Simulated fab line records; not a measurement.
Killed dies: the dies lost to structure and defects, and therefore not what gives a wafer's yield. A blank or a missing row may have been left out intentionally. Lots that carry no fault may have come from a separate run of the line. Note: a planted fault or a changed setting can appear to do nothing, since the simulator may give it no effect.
fab line records	flow rit_cmos
record: lots: 5	wafers: 15	last_day: 7
route steps=202 shown PSD@150 SDANNEAL@153 NSD@158 PLDD@159 NLDD@160 SILICIDE@161 M1@202
lots untouched by any fault: they come from a run of this same line in which no faults occurred
start_h: hours from the record's first day to the start of the lot's first wafer shown	wait_h: hours elapsed since this lot's preceding step	" repeats the value in the row above	L1.1+2: a row that stands for several wafers	- no value, or no start given	* or withheld: withheld	< > ~ a bound
route shown NAME@n: names a module that has steps shown in the file, with the first one's number in the route	usual: average and standard deviation across the fault-free wafers	same: alike in all rows	chamber/n: place in a boat	sites: each site's reading	_std_site: how widely they spread, as a standard deviation	_edge_site: the outer-site mean with the inner-site mean subtracted	radius_mm: how far each site lies from the wafer's centre	mask NAME#n: copy n	behind: tool/chamber where the wafer was last shaped	hold: why the lot went on hold/how many hours it stayed there/how the hold came to an end	device: whichever transistor did not switch (one of n, p or np)	end of line: the tests these same wafers got at the end of their route	for a step that has no rows: nothing shown but its recipe	killed: dies lost to structure and defects at the first sort, not the wafer's yield	map: per-die view of a wafer (x killed, . not killed, _ where there is no die)
set.NAME: the setting that was run; set.NAME@STEP: the one run at that earlier step	model.NAME: the simulator's own value behind a step, which no gauge read
lots at some steps of the route; a table a step, a row a wafer
services: a tool's chamber out of use, with start hour (start_h, from the record's first day; less than 0 if before it), hours out, and reason
== steps ==
step: RIT_PSD_IMPLANT_08
recipe: species: BF2	energy_kev: 27	dose_cm2: 4.882e+15	tilt_deg: 7
step: RIT_PSD_STRIP_09
recipe: chemistry: O2	time_s: 180	resist: NOVOLAK	platen_temp_c: withheld	power_w: 500	pressure_mtorr: 4000	o2_flow_sccm: 4000
usual: drypump_motor_current_A: 5.90/0.23
same: time_s: 180
lot.wafer	tool	chamber	start_h	wait_h	drypump_motor_current_A	rf_hours_counter_h
L381.2	plasma_asher-01	0	51.11	0.1	5.63	41
L381.3	"	1	"	"	5.79	-
L381.5	"	0	"	"	5.67	-
L383.1	plasma_asher-02	0	60.54	0.1	5.62	29
L383.5	"	1	"	"	5.64	-
L383.6	"	0	"	"	5.61	-
L386.1	plasma_asher-03	0	79.13	0.1	6.15	41
L386.2	"	1	"	"	6.08	41
L386.4	"	0	"	"	6.15	-
L395.3	plasma_asher-03	1	130.91	0.1	6.09	-
L395.5	"	0	"	"	6.17	-
L395.6	"	1	"	"	6.07	-
L402.2	plasma_asher-01	0	156.03	0.1	5.63	54
L402.4	"	0	"	"	5.64	-
L402.5	"	0	"	"	5.66	-
step: RIT_PSD_TW_MEAS_10
usual: PSD_TW: 3442/38
lot.wafer	tool	chamber	start_h	wait_h	PSD_TW
L381.2	film_metro-03	-	51.29	0.1	3447
L381.3	"	-	"	"	3439
L381.5	"	-	"	"	3437
L383.1	film_metro-01	-	60.71	0.1	3487
L383.5	"	-	"	"	3486
L383.6	"	-	"	"	3501
L386.1	film_metro-04	-	79.31	0.1	3409
L386.2	"	-	"	"	3406
L386.4	"	-	"	"	3422
L395.3	film_metro-04	-	131.05	0.1	3425
L395.5	"	-	"	"	3415
L395.6	"	-	"	"	3399
L402.2	film_metro-03	-	156.22	0.1	3442
L402.4	"	-	"	"	3447
L402.5	"	-	"	"	3433
step: RIT_SDANNEAL_CLEAN_00
recipe: chemistry: SC1	mix: 3:3:50	time_s: 600	temp_c: 75
step: RIT_SDANNEAL_CLEAN_01
recipe: chemistry: dHF	dilution: 50:1	time_s: 30
step: RIT_SDANNEAL_CLEAN_02
recipe: chemistry: SC2	mix: 3:3:50	time_s: 600	temp_c: 75	dry: n2_spin
step: RIT_SDANNEAL_RTA_03
recipe: temp_c: 1050	time_s: 5	idle_temp_c: 600	ramp_up_c_per_s: 342	ramp_down_c_per_s: 171	cool_to_c: 600	ambient: N2
usual: ramp_up_c_per_s: 342.00/0.061	wafer_temp_C_max: 1053.6/1.3
same: time_s: 5
lot.wafer	tool	chamber	start_h	wait_h	ramp_up_c_per_s	wafer_temp_C_max
L381.2	rtp_anneal-01	0	51.73	0.0	342.09	1052.7
L381.3	"	0	"	"	342.07	1056.3
L381.5	"	0	"	"	342.02	1055.3
L383.1	rtp_anneal-01	0	61.14	0.0	342.02	1052.6
L383.5	"	0	"	"	342.11	1052.4
L383.6	"	0	"	"	341.90	1053.4
L386.1	rtp_anneal-02	0	79.75	0.0	341.91	1051.6
L386.2	"	0	"	"	341.90	1053.1
L386.4	"	0	"	"	342.07	1052.1
L395.3	rtp_anneal-01	0	131.70	0.0	342.03	1054.0
L395.5	"	0	"	"	341.97	1053.9
L395.6	"	0	"	"	342.03	1052.1
L402.2	rtp_anneal-01	0	156.64	0.0	341.90	1052.7
L402.4	"	0	"	"	341.96	1053.4
L402.5	"	0	"	"	341.93	1054.9
step: RIT_SDANNEAL_RS_MEAS_04
recipe: thk_meas_gauge: four-point-probe
usual: PSD_RS: 116.15/0.28
lot.wafer	tool	chamber	start_h	wait_h	PSD_RS[ohm/sq]
L381.2	film_metro-01	-	51.80	0.1	115.58
L381.3	"	-	"	"	115.99
L381.5	"	-	"	"	116.20
L383.1	film_metro-01	-	61.20	0.0	116.05
L383.5	"	-	"	"	116.08
L383.6	"	-	"	"	116.25
L386.1	film_metro-03	-	79.81	0.0	115.71
L386.2	"	-	"	"	115.90
L386.4	"	-	"	"	116.18
L395.3	film_metro-03	-	131.78	0.1	115.98
L395.5	"	-	"	"	116.35
L395.6	"	-	"	"	116.21
L402.2	film_metro-01	-	156.71	0.1	116.32
L402.4	"	-	"	"	116.61
L402.5	"	-	"	"	116.15
step: RIT_SDANNEAL_RS_MEAS_05
recipe: thk_meas_gauge: four-point-probe
usual: NSD_RS: 83.5/0.36
lot.wafer	tool	chamber	start_h	wait_h	NSD_RS[ohm/sq]
L381.2	film_metro-01	-	51.92	0.1	82.6
L381.3	"	-	"	"	83.1
L381.5	"	-	"	"	83.1
L383.1	film_metro-01	-	61.32	0.1	83.6
L383.5	"	-	"	"	83.6
L383.6	"	-	"	"	83.6
L386.1	film_metro-03	-	79.93	0.1	83.6
L386.2	"	-	"	"	83.3
L386.4	"	-	"	"	83.6
L395.3	film_metro-03	-	131.90	0.1	83.5
L395.5	"	-	"	"	83.4
L395.6	"	-	"	"	83.5
L402.2	film_metro-01	-	156.83	0.1	83.4
L402.4	"	-	"	"	83.5
L402.5	"	-	"	"	83.6
step: RIT_SDANNEAL_RS_MEAS_06
recipe: thk_meas_gauge: four-point-probe
usual: PLDD_RS: 178.5/0.49
lot.wafer	tool	chamber	start_h	wait_h	PLDD_RS[ohm/sq]
L381.2	film_metro-01	-	52.04	0.1	177.6
L381.3	"	-	"	"	178.7
L381.5	"	-	"	"	178.3
L383.1	film_metro-01	-	61.44	0.1	178.6
L383.5	"	-	"	"	178.1
L383.6	"	-	"	"	178.2
L386.1	film_metro-03	-	80.05	0.1	178.5
L386.2	"	-	"	"	178.7
L386.4	"	-	"	"	178.8
L395.3	film_metro-03	-	132.02	0.1	177.9
L395.5	"	-	"	"	178.2
L395.6	"	-	"	"	177.3
L402.2	film_metro-01	-	156.95	0.1	178.9
L402.4	"	-	"	"	178.1
L402.5	"	-	"	"	178.6
step: RIT_SDANNEAL_RS_MEAS_07
recipe: thk_meas_gauge: four-point-probe
usual: NLDD_RS: 151.4/0.64
lot.wafer	tool	chamber	start_h	wait_h	NLDD_RS[ohm/sq]
L381.2	film_metro-01	-	52.16	0.1	151.3
L381.3	"	-	"	"	151.4
L381.5	"	-	"	"	151.6
L383.1	film_metro-01	-	61.56	0.1	151.1
L383.5	"	-	"	"	151.2
L383.6	"	-	"	"	151.0
L386.1	film_metro-03	-	80.17	0.1	152.0
L386.2	"	-	"	"	151.7
L386.4	"	-	"	"	151.4
L395.3	film_metro-03	-	132.14	0.1	151.6
L395.5	"	-	"	"	151.3
L395.6	"	-	"	"	150.7
L402.2	film_metro-01	-	157.07	0.1	151.7
L402.4	"	-	"	"	151.8
L402.5	"	-	"	"	151.7
step: RIT_SILICIDE_WET_ETCH_00
recipe: chemistry: BOE	target: SiO2	target_depth_nm: 14	time_s: 15	dry: n2_spin	dilution: 10:1	temp_c: 21.5
step: RIT_SILICIDE_SPUTTER_01
recipe: material: Ti	target_thk_nm: 30	power_w: 339.5	chamber_pressure_pa: 0.667	gas: Ar	time_s: 240	substrate_temp_c: 25
usual: substrate_temp_c: 25.00/0.11	throttle_valve_pct: 30.1/1
lot.wafer	tool	chamber	start_h	wait_h	substrate_temp_c	throttle_valve_pct	model.Ti_of_SILICIDE_SPUTTER_01.thk_nm
L381.2	pvd_sputter-03	-	52.28	0.0	25.15	32.5	29.51
L381.3	"	-	"	"	25.12	30.2	29.04
L381.5	"	-	"	"	24.98	29.9	29.21
L383.1	pvd_sputter-02	-	61.69	0.0	25.25	31.5	29.23
L383.5	"	-	"	"	25.08	30.8	29.02
L383.6	"	-	"	"	24.88	31.4	29.14
L386.1	pvd_sputter-03	-	80.30	0.0	25.12	30.0	29
L386.2	"	-	"	"	24.99	29.3	11.38
L386.4	"	-	"	"	25.02	29.3	11.55
L395.3	pvd_sputter-01	-	132.23	0.0	24.91	30.3	28.84
L395.5	"	-	"	"	24.98	30.6	28.97
L395.6	"	-	"	"	24.67	29.5	28.79
L402.2	pvd_sputter-01	-	157.18	0.0	24.93	29.3	29.44
L402.4	"	-	"	"	24.93	29.5	29.43
L402.5	"	-	"	"	24.81	29.7	29.44
step: RIT_SILICIDE_RS_MEAS_02
recipe: thk_meas_gauge: four-point-probe	reads: Ti_of_SILICIDE_SPUTTER_01
usual: SILICIDE_TI_RS: 49.7/0.63
lot.wafer	tool	chamber	start_h	wait_h	SILICIDE_TI_RS[ohm/sq]
L381.2	film_metro-04	-	52.45	0.1	48.9
L381.3	"	-	"	"	50.0
L381.5	"	-	"	"	49.6
L383.1	film_metro-04	-	61.84	0.1	49.4
L383.5	"	-	"	"	50.0
L383.6	"	-	"	"	49.7
L386.1	film_metro-02	-	80.45	0.1	49.9
L386.2	"	-	"	"	167.5
L386.4	"	-	"	"	164.2
L395.3	film_metro-02	-	132.42	0.1	50.3
L395.5	"	-	"	"	49.9
L395.6	"	-	"	"	50.4
L402.2	film_metro-02	-	157.35	0.1	49.1
L402.4	"	-	"	"	48.9
L402.5	"	-	"	"	49.0
step: RIT_SILICIDE_THK_MEAS_03
recipe: thk_meas_gauge: xrf	reads: Ti_of_SILICIDE_SPUTTER_01
usual: SILICIDE_TI_THK: 29.2/0.3
lot.wafer	tool	chamber	start_h	wait_h	SILICIDE_TI_THK[nm]
L381.2	film_metro-04	-	52.56	0.1	29.4
L381.3	"	-	"	"	29.1
L381.5	"	-	"	"	29.3
L383.1	film_metro-04	-	61.96	0.1	29.3
L383.5	"	-	"	"	29.2
L383.6	"	-	"	"	29.3
L386.1	film_metro-02	-	80.57	0.1	29.0
L386.2	"	-	"	"	11.4
L386.4	"	-	"	"	11.5
L395.3	film_metro-02	-	132.52	0.1	28.8
L395.5	"	-	"	"	29.0
L395.6	"	-	"	"	28.9
L402.2	film_metro-02	-	157.46	0.1	29.4
L402.4	"	-	"	"	29.5
L402.5	"	-	"	"	29.6
step: RIT_SILICIDE_RTA_04
recipe: temp_c: 650	time_s: 10	idle_temp_c: 25	ramp_up_s: 5	ramp_down_s: 5	cool_to_c: 25	ambient: N2
usual: wafer_temp_C_max: 652.4/0.68
same: time_s: 10
lot.wafer	tool	chamber	start_h	wait_h	wafer_temp_C_max
L381.2	rtp_anneal-02	0	52.62	0.1	652.8
L381.3	"	0	"	"	653.2
L381.5	"	0	"	"	652.2
L383.1	rtp_anneal-02	0	62.02	0.1	652.2
L383.5	"	0	"	"	652.5
L383.6	"	0	"	"	653.0
L386.1	rtp_anneal-01	0	80.63	0.1	652.6
L386.2	"	0	"	"	651.5
L386.4	"	0	"	"	651.3
L395.3	rtp_anneal-02	0	132.58	0.1	654.8
L395.5	"	0	"	"	653.7
L395.6	"	0	"	"	653.2
L402.2	rtp_anneal-02	0	157.52	0.1	653.1
L402.4	"	0	"	"	654.3
L402.5	"	0	"	"	652.7
step: RIT_M1_PROBE_99
usual: killed_at_contacts: 0.0/0.18	killed_at_front_end: 7/3.4	killed_dies: 7/3.4	killed_open: 3.7/2.2	killed_short: 3.6/2.2
same: gross_dies: 264	killed_at_M0_to_M3: 0	killed_at_M4_up: 0	killed_at_back_side: 0	killed_at_other: 0
lot.wafer	tool	chamber	start_h	wait_h	killed_at_contacts	killed_at_front_end	killed_dies	killed_open	killed_short	model.etest.npoly_line.line_ohm_um	model.etest.ppoly_line.line_ohm_um	model.etest.npoly_line.rs_ohm_sq	model.etest.ppoly_line.rs_ohm_sq	model.etest.npoly_line.width_nm	model.etest.ppoly_line.width_nm	model.etest.contact_pplus.end_ohm_um	model.etest.npoly_sal.rs_ohm_sq
L381.2	prober-02	-	59.22	0.1	0	7	7	5	2	169.9	163.2	17.16	16.61	101.3	101.4	44.03	4.386
L381.3	prober-02	-	59.27	0.2	0	9	9	5	4	175.2	167.9	17.28	16.82	99.7	100.7	43.46	4.481
L381.5	prober-02	-	59.37	0.2	0	14	14	5	9	173.1	165.5	17.48	16.7	99.97	100.7	42.89	4.433
L383.1	prober-01	-	68.58	0.1	0	6	6	2	4	167.5	163.3	17.22	16.8	102	103	44.34	4.435
L383.5	prober-01	-	68.78	0.2	0	3	3	1	2	164	161.3	17.32	16.92	103.7	104.6	43.17	4.464
L383.6	prober-01	-	68.83	0.2	0	6	6	4	2	166.2	164.3	17.31	16.87	103	104	44.29	4.469
L386.1	prober-01	-	87.17	0.1	0	4	4	4	0	171.5	165.3	17.5	16.98	101.6	102.1	44.9	4.444
L386.2	prober-01	-	87.22	0.1	0	6	6	4	2	370	341.1	42.03	38.58	113.4	114	31.09	12.25
L386.4	prober-01	-	87.32	0.2	0	1	1	1	0	362	331.1	41.28	38.3	114.6	114.8	31.59	11.99
L395.3	prober-02	-	139.45	0.2	0	8	8	6	2	164.2	155.9	17.44	16.92	105.7	106.9	42.01	4.492
L395.5	prober-02	-	139.55	0.2	1	9	10	6	4	165.2	157.2	17.36	16.69	105.4	106.4	42.08	4.474
L395.6	prober-02	-	139.60	0.2	0	9	9	5	4	169.7	164.7	17.45	16.89	102.7	103.4	41.78	4.476
L402.2	prober-01	-	164.11	0.1	0	9	9	5	4	173.6	169.6	17.25	16.82	98.17	99.44	42.49	4.435
L402.4	prober-01	-	164.21	0.2	1	13	14	6	8	180.4	170.9	17.43	16.84	96.61	96.92	43.86	4.461
L402.5	prober-01	-	164.26	0.2	0	6	6	2	4	176.2	169.5	17.24	16.76	98.52	99.44	43.17	4.425
killed by level:class
L381.2 FOX1:geometric_particle:open=3 FOX2:geometric_particle:short=1 GATE:geometric_particle:open=1 SPACER:geometric_particle:open=1 SILICIDE:geometric_particle:short=1
L381.3 FOX1:geometric_particle:open=2 GATE:geometric_particle:open=2 GATE:geometric_particle:short=2 FOX1:geometric_particle:short=1 FOX2:geometric_particle:open=1 SPACER:geometric_particle:short=1
L381.5 GATE:geometric_particle:short=3 SPACER:geometric_particle:short=3 FOX1:geometric_particle:short=2 REOX:geometric_particle:open=2 FOX1:geometric_particle:open=1 GATE:geometric_particle:open=1 REOX:geometric_particle:short=1 SPACER:geometric_particle:open=1
L383.1 GATE:geometric_particle:short=2 FOX2:geometric_particle:short=1 SPACER:geometric_particle:short=1 SPACER:geometric_particle:open=1 SILICIDE:geometric_particle:open=1
L383.5 FOX1:geometric_particle:short=1 GATE:geometric_particle:open=1 SILICIDE:geometric_particle:short=1
L383.6 GATE:geometric_particle:open=4 FOX2:geometric_particle:short=1 SILICIDE:geometric_particle:short=1
L386.1 GATE:geometric_particle:open=2 FOX1:geometric_particle:open=1 REOX:geometric_particle:open=1
L386.2 FOX1:geometric_particle:open=1 FOX1:geometric_particle:short=1 SILICIDE:geometric_particle:open=1 FOX2:geometric_particle:open=1 GATE:geometric_particle:open=1 GATE:geometric_particle:short=1
L386.4 FOX1:geometric_particle:open=1
L395.3 GATE:geometric_particle:open=5 GATE:geometric_particle:short=2 SILICIDE:geometric_particle:open=1
L395.5 GATE:geometric_particle:open=3 GATE:geometric_particle:short=2 REOX:geometric_particle:open=2 REOX:geometric_particle:short=1 SPACER:geometric_particle:short=1 CONTACT:geometric_particle:open=1
L395.6 GATE:geometric_particle:short=3 GATE:geometric_particle:open=3 FOX1:geometric_particle:short=1 FOX1:geometric_particle:open=1 FOX2:geometric_particle:open=1
L402.2 GATE:geometric_particle:open=3 GATE:geometric_particle:short=2 FOX1:geometric_particle:short=1 FOX2:geometric_particle:open=1 SPACER:geometric_particle:open=1 SPACER:geometric_particle:short=1
L402.4 SPACER:geometric_particle:short=4 FOX2:geometric_particle:short=2 SPACER:geometric_particle:open=2 SILICIDE:geometric_particle:open=2 GATE:geometric_particle:short=1 GATE:geometric_particle:open=1 SILICIDE:geometric_particle:short=1 CONTACT:geometric_particle:open=1
L402.5 FOX1:geometric_particle:open=1 FOX2:geometric_particle:short=1 GATE:geometric_particle:short=1 GATE:geometric_particle:open=1 SPACER:geometric_particle:short=1 SILICIDE:geometric_particle:short=1
== services ==
tool	chamber	start_h	hours	kind
rtp_anneal-01	-	29.85	1.3	pm
pvd_sputter-01	-	48.58	6.1	repair
rtp_anneal-01	-	68.91	4.0	pm
pvd_sputter-03	-	98.45	4.7	repair
plasma_asher-02	-	104.47	14.6	pm
pvd_sputter-01	-	134.79	14.2	repair
pvd_sputter-03	-	137.25	10.1	repair
rtp_anneal-02	-	138.76	4.4	pm
== key ==
first_sign: step: RIT_SILICIDE_RS_MEAS_02	reading: SILICIDE_TI_RS	direction: up	sigmas: 99+	usual: 49.7	struck: 165.8
effect: step: RIT_SILICIDE_THK_MEAS_03	reading: SILICIDE_TI_THK	direction: down	sigmas: 59	usual: 29.2	struck: 11.5
model_effect: step: RIT_SILICIDE_SPUTTER_01	value: Ti_of_SILICIDE_SPUTTER_01.thk_nm	without: 28.92	struck: 11.47
model_effect: step: RIT_M1_PROBE_99	value: etest.npoly_line.line_ohm_um	without: 178.6	struck: 366
met_at RIT_SILICIDE_SPUTTER_01
struck_wafers L386.2,L386.4
tester_left_out L386
fault: kind: process_parameter_drift	tool: pvd_sputter-03	chamber: -	onset_h: 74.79	steps: RIT_SILICIDE_SPUTTER_01	channel: time_s	offset: *	shape: step	end_h: 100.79	stated: *	scope: struck_wafers_only
tester_left_out: of these lots the tester's yield and bins aren't shown, on N5 and GAA mostly nor the transistor test; their killed dies are dies lost to structure and defects alone, not to doping, threshold or leakage, so they don't give the yield
